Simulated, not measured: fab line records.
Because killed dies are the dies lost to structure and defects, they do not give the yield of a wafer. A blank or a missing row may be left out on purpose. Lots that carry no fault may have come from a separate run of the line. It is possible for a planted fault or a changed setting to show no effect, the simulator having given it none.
A single fault, viewed from 2 desks + flow berkeley-cmos170 + only its own numbers are on each desk; what lay behind them is given at the end

## FROM THE METROLOGY DESK
What the gauges read, lot by lot, whatever tool the lot ran on: means of the sampled wafers that have a number. A lot is out of limits, marked OUT, if its mean lies more than 4 standard deviations from the usual mean; the brackets give that distance.
Columns: A = PWELL_OXIDE_THK at UCB170_PWELL_THK_MEAS_03, usual 26.4 nm; B = PWELL_NITRIDE_THK at UCB170_PWELL_THK_MEAS_06, usual 220.7 nm; C = PWELL_OVL at UCB170_PWELL_OVL_MEAS_13, usual -2 nm
| lot  | first seen here | A    | B     | C  |
|------|-----------------|------|-------|----|
| L722 | day 3 06:00     | 26.4 | 221.9 | -2 |
| L723 | day 3 06:01     | 27.1 | 221.6 | 12 |
| L731 | day 5 02:52     | 26.6 | 216.0 | -4 |
| L733 | day 5 11:49     | 26.2 | 219.8 | -4 |
| L736 | day 6 05:00     | 25.7 | 221.1 | -5 |
| L739 | day 6 15:32     | 26.4 | 223.0 | -9 |
This desk found nothing out of limits on any of the 6 lots.

## FOR THE TOOL OWNER'S DESK: implanter-02
The tool's own readings at UCB170_PWELL_IMPLANT_15, given as means over the sampled wafers that have a number, one for each lot that went through this tool. A lot is out of limits, marked OUT, if its mean lies more than 4 standard deviations from the usual mean; the brackets give that distance.
Columns: A = beam-energy-keV at UCB170_PWELL_IMPLANT_15, usual 60.005; B = faraday-current-uA at UCB170_PWELL_IMPLANT_15, usual 15.9
| lot  | first seen here | A                | B    |
|------|-----------------|------------------|------|
| L723 | day 3 14:29     | 60.036           | 15.7 |
| L731 | day 5 14:56     | 59.158 (-42) OUT | 15.7 |
| L733 | day 5 19:43     | 59.170 (-42) OUT | 15.8 |
This desk finds L731, L733 out of limits, L731 being first, at day 5 14:56 (beam-energy-keV at UCB170_PWELL_IMPLANT_15). In limits: L723.

## ALL TOGETHER
The tool owner's desk had the chance to raise an alarm at day 5 14:56 on L731, L733.
Metrology desk: nothing out of limits seen.
The metrology desk has L731, L733 on record, within its limits.
The lots listed all ran UCB170_PWELL_IMPLANT_15 on implanter-02.

## WHAT WAS PUT IN BY THE SIMULATOR
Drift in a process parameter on implanter-02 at UCB170_PWELL_IMPLANT_15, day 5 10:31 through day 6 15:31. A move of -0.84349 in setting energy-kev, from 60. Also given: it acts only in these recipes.
Shown lots that were struck: L731, L733.
Hours from the fault's start to each desk's first reading out of limits: the tool owner's desk, 4.
